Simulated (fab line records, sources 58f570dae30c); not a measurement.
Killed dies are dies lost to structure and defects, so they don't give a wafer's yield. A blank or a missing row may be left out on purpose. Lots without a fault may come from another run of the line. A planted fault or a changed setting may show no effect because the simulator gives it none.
Split-lot experiment | flow berkeley_cmos170 | 5 lots, 23 wafers read, on a route of 331 steps

THE SPLIT
At UCB170_CONTACT_CVD_01 (deposits PSG from SiH4/O2/PH3, target thk 700 nm, time 2820 s), the setting o2_flow_sccm was moved away from the recipe's 90 sccm on 15 of the 23 wafers read, by -11.0% to -5.7%. The other wafers ran this setting at the recipe's value.

The file shows no step between the split and the reading.

THE READING
CONTACT_PSG_THK, in nm, at UCB170_CONTACT_THK_MEAS_02. Fault-free wafers of this fab line usually give 700 nm, standard deviation 5.3 nm.

wafer  | tool, chamber at the split | o2_flow_sccm as run, sccm | against the recipe | CONTACT_PSG_THK, nm | against lot-mates on the recipe
L075.1 | -, -                       | 90                        | recipe             | 714                 | -
L075.2 | -, -                       | 90                        | recipe             | 706                 | -
L075.3 | -, -                       | 90                        | recipe             | 706                 | -
L075.5 | -, -                       | 90                        | recipe             | 712                 | -
L075.6 | -, -                       | 90                        | recipe             | 705                 | -
L081.2 | -, -                       | 84.88                     | -5.7%              | 674                 | no lot-mate on the recipe
L081.3 | -, -                       | 84.88                     | -5.7%              | 673                 | no lot-mate on the recipe
L081.4 | -, -                       | 84.88                     | -5.7%              | 672                 | no lot-mate on the recipe
L081.5 | -, -                       | 84.88                     | -5.7%              | 678                 | no lot-mate on the recipe
L081.6 | -, -                       | 84.88                     | -5.7%              | 680                 | no lot-mate on the recipe
L084.1 | -, -                       | 80.81                     | -10.2%             | 663                 | no lot-mate on the recipe
L084.3 | -, -                       | 80.81                     | -10.2%             | 666                 | no lot-mate on the recipe
L084.4 | -, -                       | 80.81                     | -10.2%             | 667                 | no lot-mate on the recipe
L084.5 | -, -                       | 80.81                     | -10.2%             | 666                 | no lot-mate on the recipe
L084.6 | -, -                       | 80.81                     | -10.2%             | 665                 | no lot-mate on the recipe
L083.4 | lpcvd-02, 0                | 90                        | recipe             | 700                 | -
L083.5 | lpcvd-02, 0                | 90                        | recipe             | 702                 | -
L083.6 | lpcvd-02, 0                | 90                        | recipe             | 702                 | -
L085.1 | -, -                       | 80.08                     | -11.0%             | 658                 | no lot-mate on the recipe
L085.2 | -, -                       | 80.08                     | -11.0%             | 658                 | no lot-mate on the recipe
L085.3 | -, -                       | 80.08                     | -11.0%             | 659                 | no lot-mate on the recipe
L085.5 | -, -                       | 80.08                     | -11.0%             | 656                 | no lot-mate on the recipe
L085.6 | -, -                       | 80.08                     | -11.0%             | 656                 | no lot-mate on the recipe

THE FIT
A straight line over all 23 wafers: CONTACT_PSG_THK changes by +4.2 nm for each +1% of o2_flow_sccm; r = +0.98; the points scatter about the line by 4.7 nm.
Too few moved wafers have a lot-mate on the recipe to fit a line with each lot's own level taken away.

THE WHOLE CHAIN: every reading that the file lists as answering this split, in the file's order
step                       | what it does                                                  | reading                                                                       | change (the file's fit)              | r (the file's)
UCB170_CONTACT_CVD_01      | deposits PSG from SiH4/O2/PH3, target thk 700 nm, time 2820 s | PSG_of_CONTACT_CVD_01.thk_nm (the simulator's own value, which no gauge read) | +4.19 nm for each +1% of the setting | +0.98
UCB170_CONTACT_THK_MEAS_02 |                                                               | CONTACT_PSG_THK                                                               | +4.19 for each +1% of the setting    | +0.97

THE FILE'S OWN FIT
CONTACT_PSG_THK changes by +4.19 nm for each +1% of o2_flow_sccm, r = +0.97.
